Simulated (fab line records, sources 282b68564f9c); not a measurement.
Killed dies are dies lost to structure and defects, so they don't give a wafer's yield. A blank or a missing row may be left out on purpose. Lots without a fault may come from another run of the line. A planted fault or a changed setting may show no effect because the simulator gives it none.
A struck lot beside a sound one | flow rit_cmos | 10 steps out of a route of 202
Sound: wafers L261.2, L261.4, L261.5. Struck: wafers L267.1, L267.2, L267.4. The cause comes at the end.
At each step with rows: each side's tool, then ch and its chambers, then its first start. Under that, the readings that differ: sound wafers | struck wafers | difference of the means | sigmas: that difference in standard deviations of wafers without a fault.
alike: readings whose means differ by less than 2 such deviations, and words and numbers that are the same on both sides. not compared: withheld readings, readings that some wafer has no value for, bounds like >300 that may hide the same value, and numbers for which the record gives no deviation and whose values overlap.
The two part at a step that has a row with sigmas, a row that says differs or no value, or rows on one side only. Numbers that don't overlap but have no deviation are shown without sigmas and don't part them. A reading that every wafer of one side lacks parts them only if that side has two wafers or more.

RIT_ACTIVE_BOW_MEAS_00:
  sound on film_metro-04, day 1 15:01; struck on film_metro-02, day 2 21:00
  alike: INCOMING_BOW
then, 1 step without rows for these wafers: RIT_ACTIVE_OXIDATION_01 (target thk 46.8 nm, ox time 3360 s).
RIT_ACTIVE_THK_MEAS_02:
  sound on film_metro-04, day 1 17:58; struck on film_metro-01, day 2 23:40
  alike: ACTIVE_OXIDE_THK
then, 1 step without rows for these wafers: RIT_ACTIVE_CVD_03 (deposits Si3N4 from SiH2Cl2/NH3, target thk 150 nm, time 1500 s).
RIT_ACTIVE_THK_MEAS_04:
  sound on film_metro-01, day 1 19:42; struck on film_metro-04, day 3 01:08
  alike: ACTIVE_NITRIDE_THK
then, 3 steps without rows for these wafers: RIT_ACTIVE_HMDS_05 (prime time 60 s); RIT_ACTIVE_COAT_06 (resist thk 995 nm); RIT_ACTIVE_SOFTBAKE_07 (time 60 s).
RIT_ACTIVE_EXPOSE_08: exposes mask M1, target cd 1400 nm.
  sound on iline_stepper-02 ch 0, day 1 20:13; struck on iline_stepper-02, day 3 01:39
  no value came back on the struck wafers for exposure_dose_mJ_cm2, focus_offset_nm (nm), na; on the sound wafers exposure_dose_mJ_cm2 reads 225.01 224.88 224.96
  alike: mask
then, 1 step without rows for these wafers: RIT_ACTIVE_PEB_09.

WHERE THEY PART
Only at RIT_ACTIVE_EXPOSE_08, within this record.

WHY: what the simulator had put in
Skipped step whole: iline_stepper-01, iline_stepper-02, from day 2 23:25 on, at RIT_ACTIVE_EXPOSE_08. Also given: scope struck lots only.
